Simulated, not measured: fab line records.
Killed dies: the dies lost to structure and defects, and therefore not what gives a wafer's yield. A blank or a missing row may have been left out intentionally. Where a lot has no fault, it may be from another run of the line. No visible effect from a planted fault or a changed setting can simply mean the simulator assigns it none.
What tool caused it? :: flow berkeleyCmos170 :: 6 lots with 18 wafers sampled at 3 steps, on a route of 331 steps

== WHAT THE GAUGES READ, wafer by wafer ==
UCB170_M2_CD_MEAS_15: target cd 700 nm.
lot: L798
measured: day 10 00:32
on: cdSem-02
cdNm (nm): 700.6 701.5 700.2

lot: L803
measured: day 10 23:29
on: cdSem-02
cdNm (nm): 698.1 698.7 699.6

lot: L809
measured: day 11 15:16
on: cdSem-02
cdNm (nm): 699.2 697.2 698.2

lot: L805
measured: day 11 15:26
on: cdSem-01
cdNm (nm): 703.4 703.9 702.2

lot: L812
measured: day 13 03:58
on: cdSem-01
cdNm (nm): 700.4 700.7 700.5

lot: L819
measured: day 13 05:37
on: cdSem-01
cdNm (nm): 698.3 697.2 697.5

== EACH LOT AND THE TOOL THAT RAN IT (in order: tool; ch and the chambers of the sampled wafers; start) ==
lot: L798
UCB170_CONTACT_RTA_08: rtpAnneal-01 ch 0, day 9 11:01
UCB170_V1_STRIP_15: plasmaAsher-01 ch 0,1, day 9 21:53

lot: L803
UCB170_CONTACT_RTA_08: rtpAnneal-01 ch 0, day 10 08:25
UCB170_V1_STRIP_15: plasmaAsher-01 ch 0,1, day 10 18:32

lot: L809
UCB170_CONTACT_RTA_08: rtpAnneal-01 ch 0, day 11 01:24
UCB170_V1_STRIP_15: plasmaAsher-04 ch 0,1, day 11 12:52

lot: L805
UCB170_CONTACT_RTA_08: rtpAnneal-01 ch 0, day 11 01:44
UCB170_V1_STRIP_15: plasmaAsher-01 ch 0,1, day 11 13:01

lot: L812
UCB170_CONTACT_RTA_08: rtpAnneal-01 ch 0, day 11 16:23
UCB170_V1_STRIP_15: plasmaAsher-03 ch 0,1, day 13 00:32

lot: L819
UCB170_CONTACT_RTA_08: rtpAnneal-02 ch 0, day 12 15:50
UCB170_V1_STRIP_15: plasmaAsher-01 ch 0,1, day 13 01:50
- UCB170_CONTACT_RTA_08: time 10 s.
- UCB170_V1_STRIP_15: strips in O2.

== THE ANSWER, worked out from the rows above alone ==
Rule: what is usual is taken from the lots themselves. Put in order of their means at a reading, lots are off if they are a third of the lots or fewer, leave a main group of 4 or more, and stand apart from it by a gap of 3 or more times the standard deviation of the main group's means; of several such gaps the widest counts. If all means in a main group match to the digits the tables above print for the reading, that group is not used. Also off: a lot with no number at a reading for which 4 or more lots have one. All remaining lots with rows at the step are treated as sound.
Across all readings shown, no lot is off: no conclusion can be drawn from this.

== WHAT THE SIMULATOR PUT IN ==
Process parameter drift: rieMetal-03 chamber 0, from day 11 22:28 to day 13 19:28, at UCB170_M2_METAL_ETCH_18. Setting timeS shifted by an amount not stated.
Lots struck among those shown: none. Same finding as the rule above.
